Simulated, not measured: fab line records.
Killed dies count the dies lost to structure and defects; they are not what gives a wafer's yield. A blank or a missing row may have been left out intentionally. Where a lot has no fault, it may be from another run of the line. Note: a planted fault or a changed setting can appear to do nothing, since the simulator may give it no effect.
Which tool was responsible? ; flow berkeleyCmos170 ; 12 lots with 36 wafers sampled at 5 steps, on a route of 331 steps

## WHAT THE GAUGES READ, wafer by wafer
UCB170_PSD_OVL_MEAS_07.
lot;measured;on;PSD_OVL (nm)
L104;day 7 16:49;overlay-02;6 13 8
L105;day 7 16:56;overlay-01;2 2 3
L109;day 8 21:47;overlay-02;5 7 3
L106;day 8 21:55;overlay-01;2 9 5
L114;day 10 00:40;overlay-01;2 2 -2
L113;day 10 06:43;overlay-01;2 -5 -1
L117;day 10 06:59;overlay-02;0 -3 2
L120;day 10 23:25;overlay-02;14 4 8
L121;day 11 16:01;overlay-02;5 14 13
L122;day 11 16:23;overlay-02;2 -1 2
L124;day 11 16:39;overlay-02;6 7 10
L123;day 12 13:55;overlay-01;8 6 9

UCB170_M1_CD_MEAS_09 targets a cd of 700 nm.
lot;measured;on;cdNm (nm)
L104;day 8 04:13;cdSem-01;699.9 699.5 697.6
L105;day 8 04:35;cdSem-01;700.6 699.9 699.8
L109;day 9 10:40;cdSem-01;700.6 699.5 700.1
L106;day 9 11:28;cdSem-01;699.2 698.2 698.7
L114;day 10 13:27;cdSem-01;711.6 712.6 712.1 711.2 712.4 712.2
L113;day 10 17:16;cdSem-02;708.4 707.4 707.6 708.1 707.7 707.9
L117;day 10 19:25;cdSem-02;701.9 700.7 701.1
L120;day 11 12:59;cdSem-02;699.9 700.3 699.9
L121;day 12 04:19;cdSem-02;698.2 699.1 699.7
L122;day 12 04:32;cdSem-02;700.7 698.3 699.9
L124;day 12 04:34;cdSem-01;697.3 697.3 696.9
L123;day 13 00:05;cdSem-01;700.1 700.2 701.2

UCB170_V1_CD_MEAS_12 targets a cd of 700 nm.
lot;measured;on;cdNm (nm)
L104;day 8 11:05;cdSem-01;701.8 702.5 701.5
L105;day 8 11:28;cdSem-01;698.6 699.6 699.7
L109;day 9 15:23;cdSem-02;700.5 701.3 700.5
L106;day 9 16:33;cdSem-02;702.6 701.1 702.1
L114;day 11 03:48;cdSem-01;698.6 698.9 698.3
L113;day 11 01:35;cdSem-01;701.5 701.9 702.2
L117;day 11 04:32;cdSem-01;698.4 697.2 696.7
L120;day 11 16:47;cdSem-02;699.4 700.3 699.6
L121;day 12 08:55;cdSem-02;698.6 699.5 700.4
L122;day 12 11:19;cdSem-02;702.1 702.3 702.8
L124;day 12 11:34;cdSem-01;701.8 702.1 701.7
L123;day 13 07:37;cdSem-01;697.4 697.6 697.5

## WHAT TOOL EACH LOT RAN ON (gives the tool, then ch and the chambers of the sampled wafers, and finally the start)
lot;UCB170_SILICIDE_RTA_04;UCB170_M1_PEB_07
L104;rtpAnneal-02 ch 0, day 7 21:03;lithoTrack-03 ch 0, day 8 03:56
L105;rtpAnneal-01 ch 0, day 7 21:17;lithoTrack-02 ch 0, day 8 04:19
L109;rtpAnneal-01 ch 0, day 9 01:49;lithoTrack-01 ch 0, day 9 10:24
L106;rtpAnneal-02 ch 0, day 9 01:56;lithoTrack-03 ch 0, day 9 11:07
L114;rtpAnneal-02 ch 0, day 10 06:35;lithoTrack-02 ch 0, day 10 13:11
L113;rtpAnneal-01 ch 0, day 10 11:28;lithoTrack-02 ch 0, day 10 16:59
L117;rtpAnneal-02 ch 0, day 10 11:58;lithoTrack-01 ch 0, day 10 19:09
L120;rtpAnneal-01 ch 0, day 11 06:27;lithoTrack-03 ch 0, day 11 12:43
L121;rtpAnneal-02 ch 0, day 11 20:21;lithoTrack-01 ch 0, day 12 04:03
L122;rtpAnneal-01 ch 0, day 11 20:40;lithoTrack-03 ch 0, day 12 04:16
L124;rtpAnneal-02 ch 0, day 11 20:48;lithoTrack-01 ch 0, day 12 04:18
L123;rtpAnneal-01 ch 0, day 12 17:50;lithoTrack-01 ch 0, day 12 23:49
- UCB170_SILICIDE_RTA_04: time 15 s.
- UCB170_M1_PEB_07

## AS READ BY THE TOOLS THEMSELVES (means over the sampled wafers that have a number; for cases with no such wafer, the mark the record gives instead)
UCB170_SILICIDE_RTA_04.
lot;tool;lampPowerPct (%);wafer_temp_C_max
L104;rtpAnneal-02;11.1;653.3
L105;rtpAnneal-01;12.1;652.5
L109;rtpAnneal-01;12.1;652.5
L106;rtpAnneal-02;11.1;653.1
L114;rtpAnneal-02;11.1;652.8
L113;rtpAnneal-01;12.1;652.7
L117;rtpAnneal-02;11.1;652.3
L120;rtpAnneal-01;12.1;653.4
L121;rtpAnneal-02;11.1;652.1
L122;rtpAnneal-01;12.0;653.3
L124;rtpAnneal-02;11.1;652.7
L123;rtpAnneal-01;12.1;653.7

UCB170_M1_PEB_07.
lot;tool;heaterPowerTotalW (W)
L104;lithoTrack-03;56.81
L105;lithoTrack-02;56.85
L109;lithoTrack-01;56.77
L106;lithoTrack-03;56.77
L114;lithoTrack-02;59.70
L113;lithoTrack-02;59.70
L117;lithoTrack-01;56.80
L120;lithoTrack-03;56.84
L121;lithoTrack-01;56.78
L122;lithoTrack-03;56.78
L124;lithoTrack-01;56.80
L123;lithoTrack-01;56.80

## THE ANSWER, worked out from the rows above alone
Rule: usual is defined by the lots themselves. The widest of any qualifying gaps counts: lots, ordered by their means at a reading, are off when they make up no more than a third of the lots, leave a main group of 4 or more, and stand apart from it by 3 or more times the standard deviation of that group's means. A main group whose means are all the same, to the digits that the tables above print for the reading, isn't used. A lot without any number at a reading at which 4 lots or more have one is off too. The other lots that the step has rows for count as sound. First the gauges in route order, then the tools' own readings, where a lot's mean is used as printed above. At the first step where some lot is off, the reading lying furthest off is the one used; lots without a number count as furthest.
Off: L114, L113, at UCB170_M1_CD_MEAS_09 (cdNm). For the main group the mean is 699.5 nm and the standard deviation 1.1.
If a tool, at a process step before that reading, ran all the lots that are off and no sound lot after the first of them, it fits. Not tried: the gauges at UCB170_M1_CD_MEAS_09; whatever is off there is also off at UCB170_M1_PEB_07, on other tools, and gauge error can't account for it. One fits: UCB170_M1_PEB_07 on lithoTrack-02. A fault onset in the window from L105 (day 8 04:19, its last sound lot) to L114 (day 10 13:11, its first lot off) fits.
The tool's own readings at UCB170_M1_PEB_07 bear it out: on the lots that are off they differ by more than 5 times the standard deviation of the sound lots' means. heaterPowerTotalW reads 59.70 W there against 56.80 W on the sound lots.

## WHAT THE SIMULATOR HAD INSERTED
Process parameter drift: lithoTrack-02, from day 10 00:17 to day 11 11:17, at UCB170_M1_PEB_07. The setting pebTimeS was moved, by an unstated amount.
Shown lots that were struck: L114, L113. The rule above found the same.
